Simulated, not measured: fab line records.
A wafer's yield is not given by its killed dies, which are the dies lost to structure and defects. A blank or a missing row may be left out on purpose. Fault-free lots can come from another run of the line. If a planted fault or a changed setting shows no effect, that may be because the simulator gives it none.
What tool caused it? | flow berkeley-cmos170 | 42 wafers from 14 lots sampled at 6 of the route's 331 steps

== WHAT THE GAUGES READ, wafer by wafer ==
UCB170_CONTACT_THK_MEAS_02.
lot  | measured     | on            | CONTACT_PSG_THK (nm)
L827 | day 7 10:04  | film-metro-02 | 704 710 708
L828 | day 7 11:52  | film-metro-03 | 703 695 702
L829 | day 7 23:16  | film-metro-02 | 708 707 702
L830 | day 8 01:02  | film-metro-04 | 706 709 704
L833 | day 8 11:26  | film-metro-02 | 700 702 699
L831 | day 8 13:04  | film-metro-04 | 698 699 692
L832 | day 8 13:04  | film-metro-02 | 694 697 700
L836 | day 9 10:23  | film-metro-02 | 693 699 697
L835 | day 9 10:37  | film-metro-03 | 703 699 703
L837 | day 9 15:54  | film-metro-02 | 1402 1399 1394
L838 | day 9 15:53  | film-metro-04 | 1395 1395 1391
L839 | day 9 12:11  | film-metro-03 | 687 679 688
L840 | day 10 02:03 | film-metro-04 | 697 702 693
L848 | day 11 00:52 | film-metro-03 | 695 689 694

UCB170_M2_CD_MEAS_15: the cd target is 700 nm.
lot  | measured     | on        | cd-nm (nm)
L827 | day 7 23:19  | cd-sem-01 | 701.5 701.5 700.3
L828 | day 8 05:08  | cd-sem-02 | 699.5 701.2 699.4
L829 | day 8 13:47  | cd-sem-02 | 701.8 701.3 703.2
L830 | day 8 16:25  | cd-sem-01 | 699.6 699.6 696.9
L833 | day 9 06:05  | cd-sem-01 | 701.3 701.9 700.9
L831 | day 9 06:41  | cd-sem-01 | 697.4 696.2 697.8
L832 | day 9 06:46  | cd-sem-02 | 697.4 697.1 697.0
L836 | day 10 01:16 | cd-sem-01 | 703.2 701.9 701.7
L835 | day 10 00:58 | cd-sem-02 | 700.1 700.1 699.9
L839 | day 10 01:09 | cd-sem-01 | 701.1 699.7 700.6
L840 | day 10 19:19 | cd-sem-02 | 700.5 699.7 698.2
L848 | day 11 14:01 | cd-sem-01 | 700.2 699.8 698.9

UCB170_M3_THK_MEAS_03: measures by xrf.
lot  | measured     | on            | M3_AL_THK (nm)
L827 | day 8 03:20  | film-metro-01 | 903 924 932
L828 | day 8 08:33  | film-metro-03 | 904 922 920
L829 | day 8 17:29  | film-metro-02 | 903 904 898
L830 | day 8 19:40  | film-metro-01 | 913 917 911
L833 | day 9 09:25  | film-metro-01 | 919 931 918
L831 | day 9 10:06  | film-metro-03 | 898 903 901
L832 | day 9 10:29  | film-metro-01 | 913 916 915
L836 | day 10 05:43 | film-metro-03 | 901 904 900
L835 | day 10 05:08 | film-metro-03 | 913 914 919
L839 | day 10 05:25 | film-metro-01 | 919 930 905
L840 | day 10 22:40 | film-metro-01 | 927 924 925
L848 | day 11 17:10 | film-metro-02 | 901 894 901

UCB170_M3_OVL_MEAS_16.
lot  | measured     | on         | M3_OVL (nm)
L827 | day 8 06:48  | overlay-02 | 0 -1 5
L828 | day 8 10:28  | overlay-02 | 9 15 8
L829 | day 8 19:34  | overlay-01 | -4 6 4
L830 | day 8 21:40  | overlay-02 | -2 3 -1
L833 | day 9 11:09  | overlay-02 | -1 -2 -2
L831 | day 9 12:11  | overlay-01 | 2 -4 -1
L832 | day 9 12:27  | overlay-01 | -3 7 6
L836 | day 10 10:37 | overlay-01 | -1 -2 0
L835 | day 10 08:10 | overlay-02 | 10 8 13
L839 | day 10 08:18 | overlay-02 | -4 -6 -7
L840 | day 11 00:24 | overlay-02 | -2 -1 -3
L848 | day 11 19:06 | overlay-02 | -2 1 -8

== EACH LOT AND THE TOOL THAT RAN IT (in order: tool; ch and the chambers of the sampled wafers; start) ==
lot  | UCB170_CONTACT_CVD_01       | UCB170_CONTACT_ETCH_18
L827 | lpcvd-02 ch 0, day 7 08:17  | rie-diel-03 ch 1,2,3, day 7 23:19 or earlier
L828 | lpcvd-02 ch 0, day 7 10:04  | rie-diel-03 ch 0,1,2, day 8 05:08 or earlier
L829 | lpcvd-02 ch 1, day 7 21:29  | rie-diel-03 ch 0,2, day 8 13:47 or earlier
L830 | lpcvd-02 ch 1, day 7 23:16  | rie-diel-04 ch 0,1,3, day 8 16:25 or earlier
L833 | lpcvd-02 ch 0, day 8 09:38  | rie-diel-03 ch 2,3, day 9 06:05 or earlier
L831 | lpcvd-01 ch 0, day 8 11:16  | rie-diel-01 ch 0,2,3, day 9 06:41 or earlier
L832 | lpcvd-01 ch 1, day 8 11:16  | rie-diel-04 ch 0,1,2, day 9 06:46 or earlier
L836 | lpcvd-01 ch 0, day 9 08:37  | rie-diel-04 ch 2,3, day 10 01:16 or earlier
L835 | lpcvd-02 ch 0, day 9 08:50  | rie-diel-03 ch 0,2, day 10 00:58 or earlier
L837 | lpcvd-01 ch 1, day 9 10:23  | rie-diel-04 ch 1,3, no start
L838 | lpcvd-01 ch 0, day 9 10:23  | rie-diel-03 ch 1,3, no start
L839 | lpcvd-01 ch 0, day 9 10:23  | rie-diel-03 ch 0,3, day 10 01:09 or earlier
L840 | lpcvd-02 ch 1, day 10 00:15 | rie-diel-03 ch 1,3, day 10 19:19 or earlier
L848 | lpcvd-01 ch 0, day 10 23:05 | rie-diel-03 ch 0,1,3, day 11 14:01 or earlier
- UCB170_CONTACT_CVD_01: deposits PSG from SiH4/O2/PH3, target thk 700 nm, time 2820 s.
- UCB170_CONTACT_ETCH_18: etches PSG in CHF3/CF4/Ar, stops on TiSi2, target depth 840 nm, time 195 s.

== WHAT THE TOOLS THEMSELVES READ (means of the sampled wafers that have a number; where no wafer has one, the mark that the record gives instead) ==
UCB170_CONTACT_CVD_01.
lot  | tool     | spike-tc-source-C (C) | zone-power-centre-pct (%) | zone-power-source-pct (%)
L827 | lpcvd-02 | 468.2                 | 19.1                      | 7.3
L828 | lpcvd-02 | 467.6                 | 18.9                      | 7.3
L829 | lpcvd-02 | 473.2                 | 22.5                      | 7.5
L830 | lpcvd-02 | 473.8                 | 22.5                      | 7.5
L833 | lpcvd-02 | 467.7                 | 19.1                      | 7.3
L831 | lpcvd-01 | 468.6                 | 21.1                      | 6.8
L832 | lpcvd-01 | 467.1                 | 25.5                      | 7.8
L836 | lpcvd-01 | 467.8                 | 21.1                      | 6.9
L835 | lpcvd-02 | 468.1                 | 18.9                      | 7.3
L837 | lpcvd-01 | 466.8                 | 25.3                      | 7.9
L838 | lpcvd-01 | 467.6                 | 21.1                      | 6.9
L839 | lpcvd-01 | 468.6                 | 21.2                      | 6.9
L840 | lpcvd-02 | 473.3                 | 22.6                      | 7.5
L848 | lpcvd-01 | 468.3                 | 21.2                      | 6.8

UCB170_CONTACT_ETCH_18.
lot  | tool        | chamber-pressure-mTorr (mTorr) | drypump-motor-current-A (A) | oes-product-au (a.u.) | throttle-valve-pct (%)
L827 | rie-diel-03 | 200.10                         | 5.6                         | 0.916                 | 6.84
L828 | rie-diel-03 | 200.01                         | 5.5                         | 0.893                 | 6.85
L829 | rie-diel-03 | 199.91                         | 5.3                         | 0.895                 | 6.83
L830 | rie-diel-04 | 199.93                         | 5.5                         | 0.895                 | 6.99
L833 | rie-diel-03 | 199.98                         | 5.3                         | 0.908                 | 6.86
L831 | rie-diel-01 | 200.07                         | 5.5                         | 0.895                 | 6.94
L832 | rie-diel-04 | 200.02                         | 5.7                         | 0.886                 | 7.05
L836 | rie-diel-04 | 200.18                         | 5.6                         | 0.894                 | 7.07
L835 | rie-diel-03 | 200.16                         | 5.3                         | 0.890                 | 6.81
L837 | rie-diel-04 | 200.06                         | 5.2                         | 1.013                 | 6.94
L838 | rie-diel-03 | 200.21                         | 5.7                         | 1.022                 | 6.78
L839 | rie-diel-03 | 200.01                         | 5.5                         | 0.884                 | 6.76
L840 | rie-diel-03 | 200.05                         | 5.9                         | 0.915                 | 6.83
L848 | rie-diel-03 | 200.22                         | 5.7                         | 0.902                 | 6.79

== THE ANSWER, worked out from the rows above alone ==
Rule: the lots themselves supply what counts as usual. The widest of any qualifying gaps counts: lots, ordered by their means at a reading, are off when they make up no more than a third of the lots, leave a main group of 4 or more, and stand apart from it by 3 or more times the standard deviation of that group's means. The tables above print the reading to a certain number of digits; a main group whose means all agree to those digits is not used. A lot without any number at a reading at which 4 lots or more have one is off too. The other lots that the step has rows for count as sound. The gauges are gone through in route order, then the tools' own readings, and for those a lot's mean is taken as printed above. The first step at which some lot is off is used, and at that step the reading that is off furthest; a lot without a number counts as furthest.
Off: at UCB170_CONTACT_THK_MEAS_02 (CONTACT_PSG_THK), L837, L838. Mean 699 nm and standard deviation 6.1 in the main group.
A tool fits if, at a process step before that reading, it ran every lot that is off, and no sound lot after the first of them. Not tried: the gauges at UCB170_CONTACT_THK_MEAS_02; whatever is off there is also off at UCB170_CONTACT_ETCH_18, on other tools, and gauge error can't account for it. Of those tried, none fits.

== WHAT THE SIMULATOR PUT IN ==
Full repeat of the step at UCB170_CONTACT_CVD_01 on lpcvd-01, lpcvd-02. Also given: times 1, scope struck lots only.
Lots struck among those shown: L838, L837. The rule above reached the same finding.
